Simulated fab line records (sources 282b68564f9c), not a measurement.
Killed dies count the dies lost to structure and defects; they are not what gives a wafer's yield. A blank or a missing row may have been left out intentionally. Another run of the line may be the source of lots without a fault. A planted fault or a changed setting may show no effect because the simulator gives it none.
8D (eight disciplines) problem report, filled in by code + flow rit cmos + the parts of the form that need people (team, actions taken, sign-off) are left out

== 1. WHAT IS WRONG ==
NLDD_RS at RIT_SDANNEAL_RS_MEAS_07 reads a mean of 158.4 ohm/sq on 6 wafers of 2 lots; wafers without a fault read 151.8 ohm/sq with a standard deviation of 0.47. Relative to the usual mean, that is a shift of +14 standard deviations.
The step: measures by four-point-probe.
Seen first at day 6 06:05 on film metro-04, wafer L121.3. At this step, 42 wafers from 14 lots have a number in the record. Rule for "out", or "out of limits": more than 4 standard deviations from the usual mean. All remaining wafers that have a number are taken as sound.

== 2. WHAT IT IS, AND WHAT IT ISN'T ==
| question                    | is                           | is not                                                                          |
|-----------------------------|------------------------------|---------------------------------------------------------------------------------|
| which readings at this step | NLDD_RS                      | -                                                                               |
| which lots                  | L121, L123                   | L107, L109, L110, L111, L112, L113, L114, L118, L120, L125, L129, L130          |
| which wafers of those lots  | all that have a number       | -                                                                               |
| read on which gauges        | film metro-02, film metro-04 | film metro-01                                                                   |
| when                        | from day 6 06:05             | up to then (27 sound wafers); but 9 sound wafers of L125, L129, L130 came after |

== 3. SUSPECTS, AND WHAT RULES EACH OUT ==
Counting: a tool at any process step up to the reading remains a suspect when it ran all the lots that are out and ran no sound lot after the first of those.
- the gauge at RIT_SDANNEAL_RS_MEAS_07: ruled out. 2 gauges (film metro-02, film metro-04) read the wafers that are out.
- implanter-04 at RIT_NLDD_IMPLANT_08: kept. It ran every lot that is out, first L121 (day 5 21:28), and no sound lot after that; its last sound lot up to then is L120 (day 5 15:23). Its own readings are out on those wafers: dose ions cm2.
After counting, what remains is implanter-04 at RIT_NLDD_IMPLANT_08.

== 4. THE CAUSE (what the simulator had put in) ==
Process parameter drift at RIT_NLDD_IMPLANT_08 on implanter-04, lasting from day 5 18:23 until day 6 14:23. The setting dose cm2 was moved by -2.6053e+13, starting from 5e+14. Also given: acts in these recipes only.
This tool alone remained once counting was done.

== 5. THE CHAIN OF EFFECTS, in route order ==
Each row: a reading where the mean over the struck wafers with a number is more than 3 standard deviations away from the usual. Scope: only readings with a usual standard deviation given in the record; hours: median across lots of the time from each lot's start at the first step in this table that gives one to its start at this step; sigmas: change in usual standard deviations.
| hours | step                    | reading       | usual        | on struck wafers | change | sigmas |
|-------|-------------------------|---------------|--------------|------------------|--------|--------|
| 0     | RIT_NLDD_IMPLANT_08     | dose ions cm2 | 5e+14        | 5e+14            | -3e+13 | -52    |
| 8     | RIT_SDANNEAL_RS_MEAS_07 | NLDD_RS       | 151.8 ohm/sq | 158.4            | +6.6   | +14    |
Its process steps:
- RIT_NLDD_IMPLANT_08

== 6. HOW IT WOULD HAVE BEEN CAUGHT EARLIER ==
Counted from the fault's start at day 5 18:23, it took 12 hours until the first out-of-limits reading at a measuring or inspecting step in this record, taken at day 6 06:05.
Tool's own readings at RIT_NLDD_IMPLANT_08, dose ions cm2: out on all struck wafers the step has rows for; an alarm limit on them would have tripped on the first.
Among the 2 lots that are out, L123 began RIT_NLDD_IMPLANT_08 on implanter-04 after day 6 06:05. A hold on the tool at that time would have spared it.
